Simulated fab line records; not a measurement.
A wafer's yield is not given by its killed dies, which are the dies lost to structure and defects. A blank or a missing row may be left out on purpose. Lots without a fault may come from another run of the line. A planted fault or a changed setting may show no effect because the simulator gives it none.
fab line records	flow ritCmos
[record] lots = 5	wafers = 15	lastDay = 7
route steps=202 shown PRETRO@72 GATE@75 FOX2@80 REOX@98 NLDD@103 SDANNEAL@155
lots untouched by any fault: they come from a run of this same line in which no faults occurred
startH: start of the lot's first displayed wafer, in hours after the record's first day	waitH: how many hours have passed since the lot's step before this one	" repeats the value in the row above	L1.1+2: a single row standing in for several wafers	- either no value or no given start	* or withheld: withheld	< > ~ a bound
route shown NAME@n: NAME is a module with steps in the file, n the number in the route of the first one	usual: average and standard deviation across the fault-free wafers	same: alike in all rows	chamber/n: place in a boat	sites: each site's reading	_std_site: the values' standard deviation	_edge_site: outer sites' mean less inner sites'	radiusMm: how far each site lies from the wafer's centre	mask NAME#n: copy n	behind: the tool/chamber that last shaped the wafer	hold: why the lot was held/for how many hours/how that ended	device: names the non-switching transistor (n, p or np)	end of line: tests of these same wafers at the route's end	where a step has no rows: the recipe by itself	killed: at the first sort, the dies lost to defects and structure; wafer yield is something else	map: dies across one wafer; x = killed, . = not, _ = none there
set.NAME: the setting the step ran with; set.NAME@STEP: the setting that earlier step ran with	model.NAME: the simulator's own value behind a step, which no gauge read
lots seen at some steps along the route; tables by step, rows by wafer
services: a tool's chamber out of use, with start hour (startH, from the record's first day; less than 0 if before it), hours out, and reason
[[steps]]
[step RIT_PRETRO_IMPLANT_08]
[recipe] species = B	energyKev = 45	doseCm2 = 1.2e+13	tiltDeg = 7
[step RIT_PRETRO_STRIP_09]
[recipe] chemistry = O2	timeS = 180	resist = NOVOLAK	platenTempC = withheld	powerW = 500	pressureMtorr = 4000	o2FlowSccm = 4000
[usual] drypumpMotorCurrentA = 5.9/0.36
[same] timeS = 180
lot.wafer	tool	chamber	startH	waitH	drypumpMotorCurrentA	rfHoursCounterH
L709.4	plasmaAsher-01	0	53.49	0.1	5.6	-
L709.5	"	0	"	"	5.6	-
L709.6	"	1	"	"	5.7	-
L710.2	plasmaAsher-01	1	61.53	0.1	5.7	39
L710.4	"	0	"	"	5.6	-
L710.5	"	0	"	"	5.6	-
L723.3	plasmaAsher-04	1	116.80	0.2	6.6	-
L723.5	"	0	"	"	5.7	-
L723.6	"	1	"	"	6.6	-
L727.1	plasmaAsher-04	1	138.57	0.2	6.6	50
L727.2	"	0	"	"	5.8	50
L727.3	"	1	"	"	6.6	-
L729.2	plasmaAsher-03	0	151.12	0.1	5.6	50
L729.3	"	0	"	"	5.7	-
L729.4	"	1	"	"	6.0	-
[step RIT_PRETRO_TW_MEAS_10]
[usual] PRETRO_TW = 475/6.2
lot.wafer	tool	chamber	startH	waitH	PRETRO_TW
L709.4	filmMetro-02	-	53.64	0.1	464
L709.5	"	-	"	"	467
L709.6	"	-	"	"	464
L710.2	filmMetro-02	-	61.71	0.1	462
L710.4	"	-	"	"	466
L710.5	"	-	"	"	465
L723.3	filmMetro-04	-	116.94	0.1	471
L723.5	"	-	"	"	474
L723.6	"	-	"	"	474
L727.1	filmMetro-04	-	138.74	0.1	472
L727.2	"	-	"	"	470
L727.3	"	-	"	"	473
L729.2	filmMetro-02	-	151.30	0.1	465
L729.3	"	-	"	"	462
L729.4	"	-	"	"	462
[step RIT_GATE_WET_ETCH_00]
[recipe] chemistry = BOE	target = SiO2	targetDepthNm = 56	timeS = 60	dry = n2Spin	dilution = 10:1	tempC = 21.5
[step RIT_GATE_CLEAN_01]
[recipe] chemistry = SC1	mix = 3:3:50	timeS = 600	tempC = 75
[step RIT_GATE_CLEAN_02]
[recipe] chemistry = dHF	dilution = 50:1	timeS = 30
[step RIT_GATE_CLEAN_03]
[recipe] chemistry = SC2	mix = 3:3:50	timeS = 600	tempC = 75	dry = n2Spin
[step RIT_GATE_CLEAN_04]
[recipe] chemistry = dHF	dilution = 50:1	timeS = 60	dry = n2Spin
[step RIT_FOX2_THK_MEAS_91]
[recipe] reads = SiO2_of_FOX2_OXIDATION_00
[usual] FIELD_OXIDE_LEFT_2_THK = 255/6.2
lot.wafer	tool	chamber	startH	waitH	FIELD_OXIDE_LEFT_2_THK[nm]
L709.4	filmMetro-01	-	54.12	0.0	254
L709.5	"	-	"	"	258
L709.6	"	-	"	"	257
L710.2	filmMetro-01	-	62.19	0.0	265
L710.4	"	-	"	"	253
L710.5	"	-	"	"	261
L723.3	filmMetro-04	-	117.43	0.0	261
L723.5	"	-	"	"	262
L723.6	"	-	"	"	261
L727.1	filmMetro-02	-	139.22	0.0	247
L727.2	"	-	"	"	250
L727.3	"	-	"	"	248
L729.2	filmMetro-04	-	151.80	0.0	255
L729.3	"	-	"	"	257
L729.4	"	-	"	"	257
[step RIT_GATE_OXIDATION_05]
[recipe] tempC = 900	ambient = O2	targetThkA = 30	oxTimeS = 270
[step RIT_GATE_ANNEAL_06]
[recipe] tempC = 900	timeS = 600	ambient = N2O
[step RIT_GATE_THK_MEAS_07]
[recipe] reads = SiO2_of_GATE_OXIDATION_05
[usual] GATE_OXIDE_THK = 2.98/0.058
lot.wafer	tool	chamber	startH	waitH	GATE_OXIDE_THK[nm]
L709.4	filmMetro-01	-	60.51	0.0	2.87
L709.5	"	-	"	"	2.87
L709.6	"	-	"	"	2.99
L710.2	filmMetro-04	-	63.58	0.0	3.00
L710.4	"	-	"	"	3.03
L710.5	"	-	"	"	3.02
L723.3	filmMetro-01	-	118.81	0.0	2.98
L723.5	"	-	"	"	2.92
L723.6	"	-	"	"	2.94
L727.1	filmMetro-02	-	144.21	0.0	3.05
L727.2	"	-	"	"	3.09
L727.3	"	-	"	"	3.06
L729.2	filmMetro-01	-	153.30	0.0	3.01
L729.3	"	-	"	"	3.10
L729.4	"	-	"	"	3.05
[step RIT_GATE_CVD_08]
[recipe] material = poly-Si	targetThkNm = 250	tempC = 610	precursor = SiH4	timeS = 2220	pressureMtorr = 300	sih4FlowSccm = 100
[usual] pressureMtorr = 299.8/0.64	sih4FlowSccm = 100.00/0.27
[same] timeS = 2220
lot.wafer	tool	chamber	startH	waitH	pressureMtorr	sih4FlowSccm	model.poly-Si_of_GATE_CVD_08.thkNm
L709.4	lpcvd-01	1	61.70	1.2	299.9	99.72	251.9
L709.5	"	1	"	"	299.4	99.91	250.3
L709.6	"	1	"	"	298.6	99.66	249.6
L710.2	lpcvd-01	0	63.63	0.0	299.0	100.08	253.3
L710.4	"	0	"	"	299.4	100.02	252.7
L710.5	"	0	"	"	298.6	100.03	251.1
L723.3	lpcvd-01	1	118.85	0.0	299.5	100.33	250.7
L723.5	"	1	"	"	300.7	100.23	248.3
L723.6	"	1	"	"	299.3	100.12	252
L727.1	lpcvd-01	0	144.27	0.1	450.5	99.79	309
L727.2	"	0	"	"	450.1	100.03	309.8
L727.3	"	0	"	"	449.5	100.53	309.9
L729.2	lpcvd-02	0	153.35	0.0	299.2	99.74	250.8
L729.3	"	0	"	"	300.1	100.48	252.8
L729.4	"	0	"	"	299.9	99.71	252.4
[step RIT_GATE_THK_MEAS_09]
[recipe] reads = poly-Si_of_GATE_CVD_08
[usual] GATE_POLY_THK = 249.8/2.5
lot.wafer	tool	chamber	startH	waitH	hold	GATE_POLY_THK[nm]
L709.4	filmMetro-02	-	63.35	0.0	-	251.9
L709.5	"	-	"	"	-	250.3
L709.6	"	-	"	"	-	249.7
L710.2	filmMetro-04	-	65.25	0.0	-	253.4
L710.4	"	-	"	"	-	252.7
L710.5	"	-	"	"	-	251.0
L723.3	filmMetro-02	-	120.49	0.0	-	250.6
L723.5	"	-	"	"	-	248.3
L723.6	"	-	"	"	-	252.0
L727.1	filmMetro-04	-	145.88	0.0	awaitDispo/0.2h/release	309.0
L727.2	"	-	"	"	awaitDispo/0.2h/release	309.7
L727.3	"	-	"	"	awaitDispo/0.2h/release	309.8
L727.1	filmMetro-04	-	146.11	0.2	-	309.0
L727.2	"	-	"	"	-	309.7
L727.3	"	-	"	"	-	309.8
L729.2	filmMetro-02	-	154.98	0.0	-	250.8
L729.3	"	-	"	"	-	252.9
L729.4	"	-	"	"	-	252.5
[step RIT_GATE_COAT_11]
[recipe] resist = NOVOLAK	spinRpm = 4250	resistThkNm = 850
[step RIT_GATE_SOFTBAKE_12]
[recipe] resist = NOVOLAK	tempC = 90	timeS = 60
[step RIT_GATE_EXPOSE_13]
[recipe] maskId = M6	na = 0.6	sourceShape = conventional	sigmaOuter = 0.6	targetCdNm = 150	doseMj = 380
[step RIT_GATE_PEB_14]
[recipe] resist = NOVOLAK	tempC = withheld	timeS = withheld
[step RIT_GATE_DEVELOP_15]
[recipe] resist = NOVOLAK	developTimeS = 50	devTempC = 23
[step RIT_GATE_CD_MEAS_16]
[recipe] targetCdNm = 150
[usual] cdNm = 148/3
lot.wafer	tool	chamber	startH	waitH	cdNm
L709.4	cdSem-02	-	64.62	-	145
L709.5	"	-	"	"	146
L709.6	"	-	"	"	147
L710.2	cdSem-02	-	66.37	-	148
L710.4	"	-	"	"	148
L710.5	"	-	"	"	149
L723.3	cdSem-01	-	121.55	-	148
L723.5	"	-	"	"	147
L723.6	"	-	"	"	147
L727.1	cdSem-01	-	149.98	-	156
L727.2	"	-	"	"	152
L727.3	"	-	"	"	152
L729.2	cdSem-01	-	156.03	-	148
L729.3	"	-	"	"	150
L729.4	"	-	"	"	152
[step RIT_GATE_OVL_MEAS_17]
[usual] GATE_OVL = 0.6/1.5
lot.wafer	tool	chamber	startH	waitH	GATE_OVL[nm]
L709.4	overlay-02	-	64.70	0.1	-0.4
L709.5	"	-	"	"	0.0
L709.6	"	-	"	"	0.2
L710.2	overlay-01	-	66.48	0.1	4.1
L710.4	"	-	"	"	1.7
L710.5	"	-	"	"	3.0
L723.3	overlay-02	-	121.64	0.1	1.5
L723.5	"	-	"	"	0.4
L723.6	"	-	"	"	0.4
L727.1	overlay-02	-	150.10	0.1	0.1
L727.2	"	-	"	"	0.1
L727.3	"	-	"	"	0.4
L729.2	overlay-01	-	156.13	0.1	0.6
L729.3	"	-	"	"	0.6
L729.4	"	-	"	"	-0.6
[step RIT_GATE_HARDBAKE_18]
[recipe] resist = NOVOLAK	tempC = 140	timeS = 60
[step RIT_GATE_ETCH_19]
[recipe] chemistry = SF6/CHF3/O2	timeS = 165	SF6_flow_sccm = 30	CHF3_flow_sccm = 30	O2_flow_sccm = 5	target = poly-Si	pressureMtorr = 40	rfW = 160	targetDepthA = 3125	overEtchFrac = 0.25	stopOn = SiO2
[usual] drypumpMotorCurrentA = 5.97/0.28	oesProductAu = 0.850/0.011	throttleValvePct = 10.25/0.14
[same] timeS = 165
lot.wafer	tool	chamber	startH	waitH	drypumpMotorCurrentA	oesProductAu	rfHoursCounterH	throttleValvePct	model.GATE.featureDepthNm	model.etch.depthNm
L709.4	rieSi-01	2	64.95	0.1	6.30	0.837	3	10.23	251.9	251.9
L709.5	"	3	"	"	5.44	0.857	-	10.05	250.4	250.3
L709.6	"	2	"	"	6.34	0.832	-	10.24	249.6	249.6
L710.2	rieSi-02	0	66.66	0.1	6.18	0.851	77	10.25	253.3	253.3
L710.4	"	0	"	"	6.13	0.857	-	10.25	252.7	252.7
L710.5	"	1	"	"	5.95	0.846	-	10.40	251.1	251.1
L723.3	rieSi-01	3	121.81	0.1	5.45	0.853	111	10.05	250.7	250.7
L723.5	"	2	"	"	6.31	0.840	-	10.23	248.3	248.3
L723.6	"	3	"	"	5.45	0.867	-	10.06	252	252
L727.1	rieSi-01	0	150.48	0.1	6.11	0.986	55	9.96	309	309
L727.2	"	1	"	"	5.77	0.992	0	10.28	309.8	309.8
L727.3	"	2	"	"	6.31	0.972	4	10.23	309.9	309.9
L729.2	rieSi-01	1	156.31	0.1	5.80	0.850	0	10.28	250.8	250.8
L729.3	"	0	"	"	6.12	0.851	55	9.98	252.8	252.8
L729.4	"	2	"	"	6.30	0.846	4	10.22	252.4	252.4
[step RIT_GATE_STRIP_20]
[recipe] chemistry = O2	timeS = 180	resist = NOVOLAK	platenTempC = withheld	powerW = 500	pressureMtorr = 4000	o2FlowSccm = 4000
[usual] drypumpMotorCurrentA = 5.82/0.24
[same] timeS = 180
lot.wafer	tool	chamber	startH	waitH	drypumpMotorCurrentA	rfHoursCounterH
L709.4	plasmaAsher-02	1	65.12	0.1	5.61	-
L709.5	"	1	"	"	5.56	-
L709.6	"	0	"	"	6.36	-
L710.2	plasmaAsher-03	0	66.77	0.1	5.67	39
L710.4	"	1	"	"	5.99	-
L710.5	"	1	"	"	6.01	-
L723.3	plasmaAsher-01	1	121.98	0.1	5.73	-
L723.5	"	1	"	"	5.72	-
L723.6	"	0	"	"	5.60	-
L727.1	plasmaAsher-03	1	150.59	0.1	5.99	50
L727.2	"	0	"	"	5.64	50
L727.3	"	1	"	"	5.98	-
L729.2	plasmaAsher-02	1	156.42	0.1	5.62	40
L729.3	"	1	"	"	5.63	-
L729.4	"	0	"	"	6.37	-
[step RIT_GATE_CD_MEAS_90]
[recipe] targetCdNm = 150
[usual] cdNm = 148/3
lot.wafer	tool	chamber	startH	waitH	cdNm
L709.4	cdSem-02	-	65.29	0.1	145
L709.5	"	-	"	"	145
L709.6	"	-	"	"	147
L710.2	cdSem-01	-	66.96	0.1	149
L710.4	"	-	"	"	148
L710.5	"	-	"	"	150
L723.3	cdSem-01	-	122.13	0.1	148
L723.5	"	-	"	"	147
L723.6	"	-	"	"	147
L727.1	cdSem-01	-	150.77	0.1	155
L727.2	"	-	"	"	152
L727.3	"	-	"	"	152
L729.2	cdSem-02	-	156.62	0.1	149
L729.3	"	-	"	"	150
L729.4	"	-	"	"	151
[step RIT_REOX_CLEAN_00]
[recipe] chemistry = SC1	mix = 3:3:50	timeS = 600	tempC = 75
[step RIT_REOX_CLEAN_01]
[recipe] chemistry = dHF	dilution = 50:1	timeS = 30
[step RIT_REOX_CLEAN_02]
[recipe] chemistry = SC2	mix = 3:3:50	timeS = 600	tempC = 75	dry = n2Spin
[step RIT_REOX_OXIDATION_03]
[recipe] tempC = 900	ambient = O2	targetThkA = 252	oxTimeS = 5580
[step RIT_REOX_THK_MEAS_04]
[recipe] reads = SiO2_of_REOX_OXIDATION_03
[usual] REOX_OXIDE_THK = 25.0/0.47
lot.wafer	tool	chamber	startH	waitH	REOX_OXIDE_THK[nm]
L709.4	filmMetro-02	-	68.32	0.0	25.2
L709.5	"	-	"	"	24.8
L709.6	"	-	"	"	24.7
L710.2	filmMetro-02	-	70.93	0.0	25.1
L710.4	"	-	"	"	24.8
L710.5	"	-	"	"	24.9
L723.3	filmMetro-02	-	125.15	0.0	24.6
L723.5	"	-	"	"	24.7
L723.6	"	-	"	"	24.9
L727.1	filmMetro-02	-	154.52	0.0	25.8
L727.2	"	-	"	"	26.1
L727.3	"	-	"	"	25.9
L729.2	filmMetro-01	-	159.68	0.0	25.1
L729.3	"	-	"	"	25.3
L729.4	"	-	"	"	25.2
[step RIT_NLDD_HMDS_00]
[recipe] primeTimeS = 60	primeTempC = 140
[step RIT_NLDD_COAT_01]
[recipe] resist = NOVOLAK	spinRpm = 3250	resistThkNm = 1000
[step RIT_NLDD_SOFTBAKE_02]
[recipe] resist = NOVOLAK	tempC = 90	timeS = 60
[step RIT_NLDD_EXPOSE_03]
[recipe] maskId = M7	na = 0.57	targetCdNm = 40700	doseMj = 250
[step RIT_NLDD_PEB_04]
[recipe] resist = NOVOLAK	tempC = withheld	timeS = withheld
[step RIT_NLDD_DEVELOP_05]
[recipe] resist = NOVOLAK	developTimeS = 50	devTempC = 23
[step RIT_NLDD_OVL_MEAS_06]
[usual] NLDD_OVL = 1.5/1.3
lot.wafer	tool	chamber	startH	waitH	NLDD_OVL[nm]
L709.4	overlay-01	-	69.22	-	0.7
L709.5	"	-	"	"	1.8
L709.6	"	-	"	"	1.6
L710.2	overlay-02	-	71.83	-	4.2
L710.4	"	-	"	"	2.8
L710.5	"	-	"	"	3.0
L723.3	overlay-02	-	126.05	-	0.0
L723.5	"	-	"	"	1.0
L723.6	"	-	"	"	0.5
L727.1	overlay-01	-	155.61	-	2.7
L727.2	"	-	"	"	1.9
L727.3	"	-	"	"	2.3
L729.2	overlay-02	-	160.58	-	-0.4
L729.3	"	-	"	"	0.2
L729.4	"	-	"	"	1.6
[step RIT_NLDD_HARDBAKE_07]
[recipe] resist = NOVOLAK	tempC = 140	timeS = 60
[step RIT_NLDD_IMPLANT_08]
[recipe] species = P	energyKev = 20	doseCm2 = 5e+14	tiltDeg = 7
[step RIT_NLDD_STRIP_09]
[recipe] chemistry = O2	timeS = 180	resist = NOVOLAK	platenTempC = withheld	powerW = 500	pressureMtorr = 4000	o2FlowSccm = 4000
[usual] drypumpMotorCurrentA = 6.0/0.4
[same] timeS = 180
lot.wafer	tool	chamber	startH	waitH	drypumpMotorCurrentA	rfHoursCounterH
L709.4	plasmaAsher-01	0	69.59	0.1	5.6	-
L709.5	"	1	"	"	5.7	-
L709.6	"	0	"	"	5.6	-
L710.2	plasmaAsher-04	0	72.16	0.1	5.7	42
L710.4	"	1	"	"	6.6	-
L710.5	"	0	"	"	5.8	-
L723.3	plasmaAsher-02	0	126.44	0.1	6.3	-
L723.5	"	1	"	"	5.7	-
L723.6	"	0	"	"	6.3	-
L727.1	plasmaAsher-04	0	155.95	0.1	5.7	51
L727.2	"	1	"	"	6.6	51
L727.3	"	0	"	"	5.7	-
L729.2	plasmaAsher-04	0	160.91	0.1	5.7	52
L729.3	"	0	"	"	5.7	-
L729.4	"	1	"	"	6.6	-
[step RIT_NLDD_TW_MEAS_10]
[usual] NLDD_TW = 2493/31
lot.wafer	tool	chamber	startH	waitH	NLDD_TW
L709.4	filmMetro-03	-	69.74	0.1	2539
L709.5	"	-	"	"	2523
L709.6	"	-	"	"	2535
L710.2	filmMetro-03	-	72.35	0.1	2519
L710.4	"	-	"	"	2502
L710.5	"	-	"	"	2524
L723.3	filmMetro-03	-	126.57	0.1	2524
L723.5	"	-	"	"	2530
L723.6	"	-	"	"	2536
L727.1	filmMetro-01	-	156.13	0.1	2461
L727.2	"	-	"	"	2466
L727.3	"	-	"	"	2467
L729.2	filmMetro-01	-	161.10	0.1	2466
L729.3	"	-	"	"	2463
L729.4	"	-	"	"	2457
[step RIT_SDANNEAL_CLEAN_02]
[recipe] chemistry = SC2	mix = 3:3:50	timeS = 600	tempC = 75	dry = n2Spin
[same] timeS = 600
lot.wafer	tool	chamber	startH	waitH	model.poly-Si_of_GATE_CVD_08.thkNm
L709.4	wetBench-01	2	77.81	0.0	167.1
L709.5	"	2	"	"	164.4
L709.6	"	2	"	"	162.9
L710.2	wetBench-03	3	81.06	0.0	167.6
L710.4	"	3	"	"	165.7
L710.5	"	3	"	"	164.3
L723.3	wetBench-03	1	133.95	0.0	163.3
L723.5	"	1	"	"	161.3
L723.6	"	1	"	"	165.5
L727.1	wetBench-03	1	167.57	0.0	222.6
L727.2	"	1	"	"	221.9
L727.3	"	1	"	"	222.1
L729.2	wetBench-03	1	168.59	0.0	163.3
L729.3	"	1	"	"	166.6
L729.4	"	1	"	"	165.3
[[services]]
tool	chamber	startH	hours	kind
plasmaAsher-03	-	43.92	2.2	repair
lpcvd-02	-	45.15	2.8	pm
plasmaAsher-04	-	57.13	14.6	pm
rieSi-02	3	64.89	-	clean
rieSi-02	3	64.89	15.9	scheduledDown
rieSi-02	3	64.89	15.9	ventCycle
rieSi-01	0	67.43	24.0	repair
rieSi-01	3	74.38	10.1	repair
plasmaAsher-01	-	80.55	13.0	repair
rieSi-01	1	91.48	-	clean
rieSi-01	1	91.48	29.1	scheduledDown
rieSi-01	1	91.48	29.1	ventCycle
rieSi-01	3	99.39	11.3	repair
wetBench-03	-	103.50	1.9	pm
plasmaAsher-01	-	108.75	9.0	pm
plasmaAsher-01	0	108.75	9.0	ventCycle
plasmaAsher-01	1	108.75	9.0	ventCycle
plasmaAsher-01	0	117.75	-	clean
plasmaAsher-01	1	117.75	-	clean
wetBench-03	-	134.53	1.6	repair
rieSi-02	-	134.64	2.8	pm
plasmaAsher-03	-	145.20	0.4	repair
rieSi-02	-	156.67	2.0	repair
lpcvd-02	-	163.10	0.5	repair
[[key]]
[firstSign] step = RIT_GATE_CVD_08	reading = pressureMtorr	direction = up	sigmas = 99+	usual = 299.8	struck = 450.0
[effect] step = RIT_GATE_THK_MEAS_09	reading = visit	direction = added
[effect] step = RIT_GATE_THK_MEAS_09	reading = GATE_POLY_THK	direction = up	sigmas = 24	usual = 249.8	struck = 309.5
[effect] step = RIT_GATE_ETCH_19	reading = oesProductAu	direction = up	sigmas = 12	usual = 0.850	struck = 0.983
[modelEffect] step = RIT_GATE_CVD_08	value = poly-Si_of_GATE_CVD_08.thkNm	without = 253.4	struck = 309.6
[modelEffect] step = RIT_GATE_ETCH_19	value = GATE.featureDepthNm	without = 253.4	struck = 309.6
[modelEffect] step = RIT_SDANNEAL_CLEAN_02	value = poly-Si_of_GATE_CVD_08.thkNm	without = 166.1	struck = 222.2
metAt RIT_GATE_CVD_08
struckWafers L727.1,L727.2,L727.3
rowsEnd L727.1,L727.2,L727.3
onsetBetween 63.63 144.27
[fault] kind = processParameterDrift	tool = lpcvd-01	chamber = 0	onsetH = 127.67	steps = RIT_GATE_CVD_08	channel = pressureMtorr	offset = 150	shape = step	endH = 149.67	actsIn = theseRecipesOnly	stated = 300
// rowsEnd: these wafers met a further fault down the route, and their rows from its step on are left out
